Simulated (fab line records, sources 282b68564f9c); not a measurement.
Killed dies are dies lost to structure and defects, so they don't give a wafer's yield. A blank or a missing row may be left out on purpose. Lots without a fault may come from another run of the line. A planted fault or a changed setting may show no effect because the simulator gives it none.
Which tool did it? | flow rit_cmos | 7 lots, 21 wafers sampled, at 2 steps of a route of 202

WHAT THE GAUGES READ, wafer by wafer
RIT_NSD_TW_MEAS_10.
lot  | measured    | on            | NSD_TW
L637 | day 3 18:28 | film_metro-01 | 3121 3124 3122
L639 | day 4 02:55 | film_metro-04 | 3088 3096 3099
L642 | day 4 14:14 | film_metro-01 | 3138 3150 3154
L651 | day 6 11:44 | film_metro-01 | 3158 3141 3153
L654 | day 7 05:26 | film_metro-04 | 3094 3107 3111
L657 | day 7 16:21 | film_metro-02 | 3131 3137 3139
L659 | day 8 04:01 | film_metro-02 | 3112 3119 3110

WHICH TOOL RAN EACH LOT (tool, then ch and the chambers of the sampled wafers, then the start)
lot  | RIT_NSD_IMPLANT_08
L637 | implanter-02 ch 0, day 3 18:09
L639 | implanter-03 ch 0, day 4 02:37
L642 | implanter-04 ch 0, day 4 13:55
L651 | implanter-04 ch 0, day 6 11:25
L654 | implanter-03 ch 0, day 7 05:08
L657 | implanter-03 ch 0, day 7 16:02
L659 | implanter-04 ch 0, day 8 03:42
- RIT_NSD_IMPLANT_08

THE ANSWER, worked out from the rows above alone
Rule: what is usual is taken from the lots themselves. Put in order of their means at a reading, lots are off if they are a third of the lots or fewer, leave a main group of 4 or more, and stand apart from it by a gap of 3 or more times the standard deviation of the main group's means; of several such gaps the widest counts. A main group whose means are all the same, to the digits that the tables above print for the reading, isn't used. A lot without any number at a reading at which 4 lots or more have one is off too. The other lots that the step has rows for count as sound.
No lot is off at any reading shown: from this, nothing can be told.

WHAT THE SIMULATOR HAD PUT IN
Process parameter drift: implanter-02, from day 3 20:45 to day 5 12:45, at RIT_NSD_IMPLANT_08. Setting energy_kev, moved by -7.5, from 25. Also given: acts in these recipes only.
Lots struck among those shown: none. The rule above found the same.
